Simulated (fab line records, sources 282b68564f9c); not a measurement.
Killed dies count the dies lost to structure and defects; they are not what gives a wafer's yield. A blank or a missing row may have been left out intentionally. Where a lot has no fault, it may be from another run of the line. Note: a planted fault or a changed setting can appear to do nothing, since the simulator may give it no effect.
fab line records ; flow ritCmos
[record] lots = 6; wafers = 18; lastDay = 6
route steps=202 shown PRETRO@69 GATE@75 FOX2@80 M1@202
lots untouched by any fault: they come from a run of this same line in which no faults occurred
startH: hours from the record's opening day to when the first of the lot's shown wafers began ; waitH: hours elapsed since this lot's preceding step ; " same as the row above ; L1.1+2: several wafers, shown together as one row ; - value missing, or start not given ; * or withheld: withheld ; < > ~ a bound
route shown NAME@n: names a module that has steps shown in the file, with the first one's number in the route ; usual: average and standard deviation across the fault-free wafers ; same: alike in all rows ; chamber/n: place in a boat ; sites: per-site readings ; _std_site: the standard deviation of these ; _edge_site: the outer-site mean with the inner-site mean subtracted ; radiusMm: how far each site lies from the wafer's centre ; mask NAME#n: copy n ; behind: the tool/chamber that last shaped the wafer ; hold: reason for holding the lot/hours on hold/outcome of the hold ; device: the n, p or np transistor that did not switch ; end of line: the same wafers' tests at the end of the route ; for a step that has no rows: nothing shown but its recipe ; killed: count of dies lost to structure and defects at first sort (not the wafer's yield) ; map: per-die view of a wafer (x killed, . not killed, _ where there is no die)
set.NAME: setting as actually run; set.NAME@STEP: the setting as run at that earlier step ; model.NAME: the simulator's own value behind a step, which no gauge read
lots at selected steps of the route; one table per step, one row per wafer
services: from which hour (startH, from the record's first day; less than 0 if before it) a tool's chamber was out of use, for how many hours, and why
[[steps]]
[step RIT_PRETRO_DEVELOP_05]
[recipe] resist = NOVOLAK; developTimeS = 68; devTempC = 23
[step RIT_PRETRO_OVL_MEAS_06]
[usual] PRETRO_OVL = 1.2/1.2
lot.wafer;tool;chamber;startH;waitH;PRETRO_OVL[nm]
L136.1;overlay-02;-;37.81;-;3.2
L136.2;overlay-02;-;37.81;-;2.2
L136.6;overlay-02;-;37.81;-;3.1
L138.1;overlay-01;-;46.21;-;0.6
L138.2;overlay-01;-;46.21;-;0.2
L138.4;overlay-01;-;46.21;-;0.3
L142.3;overlay-01;-;67.92;-;3.0
L142.4;overlay-01;-;67.92;-;2.9
L142.6;overlay-01;-;67.92;-;4.2
L144.2;overlay-01;-;78.27;-;-0.9
L144.4;overlay-01;-;78.27;-;0.7
L144.6;overlay-01;-;78.27;-;-0.7
L149.1;overlay-02;-;104.43;-;0.4
L149.2;overlay-02;-;104.43;-;-0.7
L149.3;overlay-02;-;104.43;-;0.8
L151.2;overlay-02;-;112.56;-;1.4
L151.4;overlay-02;-;112.56;-;1.3
L151.6;overlay-02;-;112.56;-;0.5
[step RIT_PRETRO_HARDBAKE_07]
[recipe] resist = NOVOLAK; tempC = 140; timeS = 120
[step RIT_PRETRO_IMPLANT_08]
[recipe] species = B; energyKev = 45; doseCm2 = 1.2e+13; tiltDeg = 7
[step RIT_PRETRO_STRIP_09]
[recipe] chemistry = O2; timeS = 180; resist = NOVOLAK; platenTempC = withheld; powerW = 500; pressureMtorr = 4000; o2FlowSccm = 4000
[usual] drypumpMotorCurrentA = 5.8/0.55; rfReflPowerW = 6.8/1.3
lot.wafer;tool;chamber;startH;waitH;drypumpMotorCurrentA;rfHoursCounterH;rfReflPowerW
L136.1;plasmaAsher-04;0;38.34;0.1;6.3;25;6.8
L136.2;plasmaAsher-04;1;38.34;0.1;5.9;25;4.6
L136.6;plasmaAsher-04;0;38.34;0.1;6.3;-;7.2
L138.1;plasmaAsher-03;0;46.64;0.1;5.6;39;8.1
L138.2;plasmaAsher-03;1;46.64;0.1;5.7;39;9.2
L138.4;plasmaAsher-03;1;46.64;0.1;5.7;-;9.5
L142.3;plasmaAsher-04;0;68.40;0.1;6.3;-;7.1
L142.4;plasmaAsher-04;1;68.40;0.1;5.9;-;5.0
L142.6;plasmaAsher-04;1;68.40;0.1;5.9;-;4.7
L144.2;plasmaAsher-04;0;78.70;0.1;6.3;30;7.4
L144.4;plasmaAsher-04;0;78.70;0.1;6.3;-;7.0
L144.6;plasmaAsher-04;0;78.70;0.1;6.3;-;7.1
L149.1;plasmaAsher-04;1;104.87;0.1;5.9;33;4.8
L149.2;plasmaAsher-04;0;104.87;0.1;6.3;33;7.1
L149.3;plasmaAsher-04;1;104.87;0.1;5.9;-;4.8
L151.2;plasmaAsher-04;1;113.09;0.1;5.9;34;4.9
L151.4;plasmaAsher-04;0;113.09;0.1;6.3;-;6.8
L151.6;plasmaAsher-04;1;113.09;0.1;5.9;-;4.6
[step RIT_PRETRO_TW_MEAS_10]
[usual] PRETRO_TW = 473.9/2.2
lot.wafer;tool;chamber;startH;waitH;PRETRO_TW
L136.1;filmMetro-03;-;38.52;0.1;474.4
L136.2;filmMetro-03;-;38.52;0.1;475.6
L136.6;filmMetro-03;-;38.52;0.1;473.8
L138.1;filmMetro-03;-;46.82;0.1;476.2
L138.2;filmMetro-03;-;46.82;0.1;476.9
L138.4;filmMetro-03;-;46.82;0.1;476.0
L142.3;filmMetro-02;-;68.54;0.1;477.7
L142.4;filmMetro-02;-;68.54;0.1;475.7
L142.6;filmMetro-02;-;68.54;0.1;473.8
L144.2;filmMetro-01;-;78.89;0.1;468.5
L144.4;filmMetro-01;-;78.89;0.1;470.7
L144.6;filmMetro-01;-;78.89;0.1;471.1
L149.1;filmMetro-01;-;105.04;0.1;472.8
L149.2;filmMetro-01;-;105.04;0.1;469.3
L149.3;filmMetro-01;-;105.04;0.1;471.7
L151.2;filmMetro-01;-;113.27;0.1;474.2
L151.4;filmMetro-01;-;113.27;0.1;474.0
L151.6;filmMetro-01;-;113.27;0.1;472.6
[step RIT_GATE_WET_ETCH_00]
[recipe] chemistry = BOE; target = SiO2; targetDepthNm = 56; timeS = 60; dry = n2Spin; dilution = 10:1; tempC = 21.5
[step RIT_GATE_CLEAN_01]
[recipe] chemistry = SC1; mix = 3:3:50; timeS = 600; tempC = 75
[step RIT_GATE_CLEAN_02]
[recipe] chemistry = dHF; dilution = 50:1; timeS = 30
[step RIT_GATE_CLEAN_03]
[recipe] chemistry = SC2; mix = 3:3:50; timeS = 600; tempC = 75; dry = n2Spin
[step RIT_GATE_CLEAN_04]
[recipe] chemistry = dHF; dilution = 50:1; timeS = 60; dry = n2Spin
[step RIT_FOX2_THK_MEAS_91]
[recipe] reads = SiO2_of_FOX2_OXIDATION_00
[usual] FIELD_OXIDE_LEFT_2_THK = 254/7
lot.wafer;tool;chamber;startH;waitH;FIELD_OXIDE_LEFT_2_THK[nm]
L136.1;filmMetro-04;-;39.03;0.0;257
L136.2;filmMetro-04;-;39.03;0.0;247
L136.6;filmMetro-04;-;39.03;0.0;248
L138.1;filmMetro-04;-;47.29;0.0;255
L138.2;filmMetro-04;-;47.29;0.0;253
L138.4;filmMetro-04;-;47.29;0.0;248
L142.3;filmMetro-01;-;69.02;0.0;259
L142.4;filmMetro-01;-;69.02;0.0;259
L142.6;filmMetro-01;-;69.02;0.0;260
L144.2;filmMetro-04;-;79.37;0.0;242
L144.4;filmMetro-04;-;79.37;0.0;243
L144.6;filmMetro-04;-;79.37;0.0;238
L149.1;filmMetro-02;-;105.52;0.0;244
L149.2;filmMetro-02;-;105.52;0.0;243
L149.3;filmMetro-02;-;105.52;0.0;239
L151.2;filmMetro-01;-;113.75;0.0;248
L151.4;filmMetro-01;-;113.75;0.0;250
L151.6;filmMetro-01;-;113.75;0.0;250
[step RIT_GATE_OXIDATION_05]
[recipe] tempC = 900; ambient = O2; targetThkA = 30; oxTimeS = 274.8
[usual] spikeTcCentreC = 901.7/1.2; spikeTcLoadC = 924.5/2.5; spikeTcSourceC = 920/4.1; zonePowerLoadPct = 27/3.5
lot.wafer;tool;chamber;startH;waitH;spikeTcCentreC;spikeTcLoadC;spikeTcSourceC;zonePowerLoadPct;model.SiO2_of_GATE_OXIDATION_05.thkNm
L136.1;furnace-04;0;39.39;0.4;902.3;925.8;926;22;2.951
L136.2;furnace-04;0;39.39;0.4;903.2;926.7;924;22;2.95
L136.6;furnace-04;0;39.39;0.4;901.0;924.1;926;22;2.895
L138.1;furnace-03;0;48.31;1.0;900.6;921.2;914;30;3.158
L138.2;furnace-03;0;48.31;1.0;904.2;920.4;916;30;3.151
L138.4;furnace-03;0;48.31;1.0;901.3;921.4;917;30;3.108
L142.3;furnace-03;0;70.62;1.6;885.2;906.2;898;29;2.592
L142.4;furnace-03;0;70.62;1.6;885.1;905.1;899;29;2.504
L142.6;furnace-03;0;70.62;1.6;885.3;906.4;898;28;2.534
L144.2;furnace-03;0;80.94;1.6;885.3;905.9;898;29;2.511
L144.4;furnace-03;0;80.94;1.6;886.3;906.5;900;28;2.474
L144.6;furnace-03;0;80.94;1.6;886.9;906.2;899;28;2.503
L149.1;furnace-04;0;108.18;2.7;903.1;925.0;925;22;2.944
L149.2;furnace-04;0;108.18;2.7;902.9;923.3;925;22;3.012
L149.3;furnace-04;0;108.18;2.7;902.0;925.2;925;21;2.946
L151.2;furnace-04;0;113.80;0.0;901.0;925.4;926;22;3.082
L151.4;furnace-04;0;113.80;0.0;903.3;924.5;924;21;3.09
L151.6;furnace-04;0;113.80;0.0;903.8;924.6;926;22;3.129
[step RIT_GATE_ANNEAL_06]
[recipe] tempC = 900; timeS = 600; ambient = N2O
[step RIT_GATE_THK_MEAS_07]
[recipe] reads = SiO2_of_GATE_OXIDATION_05
[usual] GATE_OXIDE_THK = 3.06/0.079
lot.wafer;tool;chamber;startH;waitH;GATE_OXIDE_THK[nm]
L136.1;filmMetro-02;-;42.05;0.0;2.96
L136.2;filmMetro-02;-;42.05;0.0;2.98
L136.6;filmMetro-02;-;42.05;0.0;2.90
L138.1;filmMetro-01;-;49.63;0.0;3.13
L138.2;filmMetro-01;-;49.63;0.0;3.13
L138.4;filmMetro-01;-;49.63;0.0;3.13
L142.3;filmMetro-01;-;73.01;0.0;2.66
L142.4;filmMetro-01;-;73.01;0.0;2.55
L142.6;filmMetro-01;-;73.01;0.0;2.48
L144.2;filmMetro-04;-;83.59;0.0;2.52
L144.4;filmMetro-04;-;83.59;0.0;2.49
L144.6;filmMetro-04;-;83.59;0.0;2.52
L149.1;filmMetro-04;-;110.57;0.0;2.97
L149.2;filmMetro-04;-;110.57;0.0;3.01
L149.3;filmMetro-04;-;110.57;0.0;2.96
L151.2;filmMetro-04;-;115.37;0.0;3.10
L151.4;filmMetro-04;-;115.37;0.0;3.11
L151.6;filmMetro-04;-;115.37;0.0;3.13
[step RIT_GATE_CVD_08]
[recipe] material = poly-Si; targetThkNm = 250; tempC = 610; precursor = SiH4; timeS = 2220; pressureMtorr = 312.2; sih4FlowSccm = 100
[step RIT_M1_PROBE_99]
[usual] killedAtContacts = 0.1/0.28; killedAtFrontEnd = 7.0/2.9; killedDies = 7.0/2.9; killedOpen = 3.4/2.1; killedShort = 3.6/1.7
[same] grossDies = 264; killed_at_M0_to_M3 = 0; killed_at_M4_up = 0; killedAtBackSide = 0; killedAtOther = 0
lot.wafer;tool;chamber;startH;waitH;killedAtContacts;killedAtFrontEnd;killedDies;killedOpen;killedShort;model.etest.pmos_0p3.rOnOhmUm;model.etest.pmosTurned.rOnOhmUm;model.etest.pmos_0p15.rOnOhmUm;model.etest.nmos_0p3.rOnOhmUm;model.etest.nmos_0p15.driveUaUm;model.etest.nmos_0p15.rOnOhmUm;model.etest.nmosNarrow.driveUaUm;model.etest.nmos_0p3.driveUaUm
L136.1;prober-01;-;65.42;0.1;0;3;3;1;2;6494;3734;2946;2163;474;1172;231.9;232.3
L136.2;prober-01;-;65.47;0.1;0;10;10;5;5;6384;3647;2898;2136;474.8;1136;231.7;232
L136.6;prober-01;-;65.67;0.2;0;3;3;1;2;6197;3533;2791;2106;482.7;1114;236;238.1
L138.1;prober-01;-;72.36;0.1;0;5;5;3;2;6374;3370;2739;2247;452.3;1146;210.6;209.8
L138.2;prober-01;-;72.41;0.1;1;6;7;4;3;6358;3331;2703;2218;461;1154;214.5;214.2
L138.4;prober-01;-;72.51;0.2;0;9;9;4;5;6219;3212;2620;2185;474.2;1088;216.2;215.4
L142.3;prober-02;-;98.52;0.2;0;13;13;5;8;5764;3399;2703;2023;507.4;1136;264.1;260.1
L142.4;prober-02;-;98.57;0.2;0;7;7;3;4;5552;3331;2639;1988;509.9;1102;270.4;268.3
L142.6;prober-02;-;98.67;0.2;0;6;6;2;4;5614;3321;2683;2017;509.9;1138;270;266.1
L144.2;prober-02;-;106.90;0.1;0;1;1;1;0;5454;3130;2528;1982;530;1086;276.7;272.1
L144.4;prober-02;-;107.00;0.2;0;7;7;2;5;5401;3136;2460;1946;539.8;1064;278.4;272.9
L144.6;prober-02;-;107.10;0.2;0;4;4;2;2;5351;3062;2447;1944;538.9;1045;273.5;270.9
L149.1;prober-01;-;133.96;0.1;0;6;6;2;4;6226;3447;2765;2112;480.1;1094;234.4;231.1
L149.2;prober-01;-;134.01;0.1;0;9;9;3;6;6543;3602;2884;2173;469.4;1124;224.4;224.6
L149.3;prober-01;-;134.06;0.2;1;5;6;3;3;6089;3331;2670;2074;493.1;1062;235.8;234.4
L151.2;prober-01;-;139.50;0.1;0;1;1;1;0;6439;3412;2748;2231;456.1;1193;224.6;218.4
L151.4;prober-01;-;139.60;0.2;0;8;8;4;4;6330;3320;2679;2186;463.6;1145;221.3;220.4
L151.6;prober-01;-;139.70;0.2;0;2;2;1;1;6457;3467;2813;2234;444.8;1194;215.2;215.7
// killed by level:class
L136.1 GATE:geometricParticle:short=1 REOX:geometricParticle:short=1 SPACER:geometricParticle:open=1
L136.2 GATE:geometricParticle:short=4 GATE:geometricParticle:open=2 FOX1:geometricParticle:open=1 REOX:geometricParticle:short=1 REOX:geometricParticle:open=1 SILICIDE:geometricParticle:open=1
L136.6 GATE:geometricParticle:short=2 SPACER:geometricParticle:open=1
L138.1 FOX1:geometricParticle:short=1 GATE:geometricParticle:short=1 GATE:geometricParticle:open=1 REOX:geometricParticle:open=1 SILICIDE:geometricParticle:open=1
L138.2 FOX1:geometricParticle:short=3 GATE:geometricParticle:open=1 REOX:geometricParticle:open=1 SILICIDE:geometricParticle:open=1 CONTACT:geometricParticle:open=1
L138.4 FOX1:geometricParticle:short=3 GATE:geometricParticle:open=3 GATE:geometricParticle:short=2 SILICIDE:geometricParticle:open=1
L142.3 SPACER:geometricParticle:open=3 FOX1:geometricParticle:short=2 GATE:geometricParticle:short=2 FOX1:geometricParticle:open=1 FOX2:geometricParticle:short=1 REOX:geometricParticle:short=1 SPACER:geometricParticle:short=1 SILICIDE:geometricParticle:short=1
L142.4 FOX1:geometricParticle:open=1 FOX2:geometricParticle:short=1 GATE:geometricParticle:short=1 REOX:geometricParticle:open=1 REOX:geometricParticle:short=1 SPACER:geometricParticle:open=1 SILICIDE:geometricParticle:short=1
L142.6 FOX1:geometricParticle:short=2 GATE:geometricParticle:short=2 SPACER:geometricParticle:open=1 SILICIDE:geometricParticle:open=1
L144.2 FOX1:geometricParticle:open=1
L144.4 FOX2:geometricParticle:open=1 FOX2:geometricParticle:short=1 GATE:geometricParticle:short=1 GATE:geometricParticle:open=1 REOX:geometricParticle:short=1 SPACER:geometricParticle:short=1 SILICIDE:geometricParticle:short=1
L144.6 FOX2:geometricParticle:open=1 SPACER:geometricParticle:short=1 SILICIDE:geometricParticle:short=1 SILICIDE:geometricParticle:open=1
L149.1 SILICIDE:geometricParticle:short=2 FOX2:geometricParticle:short=1 GATE:geometricParticle:short=1 SPACER:geometricParticle:open=1 SILICIDE:geometricParticle:open=1
L149.2 GATE:geometricParticle:short=2 SPACER:geometricParticle:open=2 SPACER:geometricParticle:short=2 SILICIDE:geometricParticle:short=2 SILICIDE:geometricParticle:open=1
L149.3 GATE:geometricParticle:open=2 SPACER:geometricParticle:short=2 SILICIDE:geometricParticle:short=1 CONTACT:geometricParticle:open=1
L151.2 GATE:geometricParticle:open=1
L151.4 FOX1:geometricParticle:short=3 GATE:geometricParticle:open=2 FOX1:geometricParticle:open=1 GATE:geometricParticle:short=1 SILICIDE:geometricParticle:open=1
L151.6 FOX1:geometricParticle:short=1 GATE:geometricParticle:open=1
[[services]]
tool;chamber;startH;hours;kind
furnace-04;-;63.01;7.1;pm
furnace-03;-;104.57;4.4;pm
[[key]]
[firstSign] step = RIT_GATE_OXIDATION_05; reading = spikeTcCentreC; direction = down; sigmas = 14; usual = 901.7; struck = 885.7
[effect] step = RIT_GATE_OXIDATION_05; reading = spikeTcLoadC; direction = down; sigmas = 7.2; usual = 924.5; struck = 906.1
[effect] step = RIT_GATE_THK_MEAS_07; reading = GATE_OXIDE_THK; direction = down; sigmas = 6.6; usual = 3.06; struck = 2.54
[modelEffect] step = RIT_GATE_OXIDATION_05; value = SiO2_of_GATE_OXIDATION_05.thkNm; without = 3.075; struck = 2.52
[modelEffect] step = RIT_M1_PROBE_99; value = etest.pmos_0p3.rOnOhmUm; without = 6451; struck = 5523
metAt RIT_GATE_OXIDATION_05
struckWafers L142.3,L142.4,L142.6,L144.2,L144.4,L144.6
testerLeftOut L142,L144
onsetBetween 48.31 70.62
[fault] kind = processParameterDrift; tool = furnace-03; chamber = -; onsetH = 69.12; steps = RIT_GATE_OXIDATION_05; channel = tempC; offset = *; shape = step; endH = 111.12; actsIn = *; stated = *
// testerLeftOut: of these lots the tester's yield and bins aren't shown, on N5 and GAA mostly nor the transistor test; their killed dies are dies lost to structure and defects alone, not to doping, threshold or leakage, so they don't give the yield
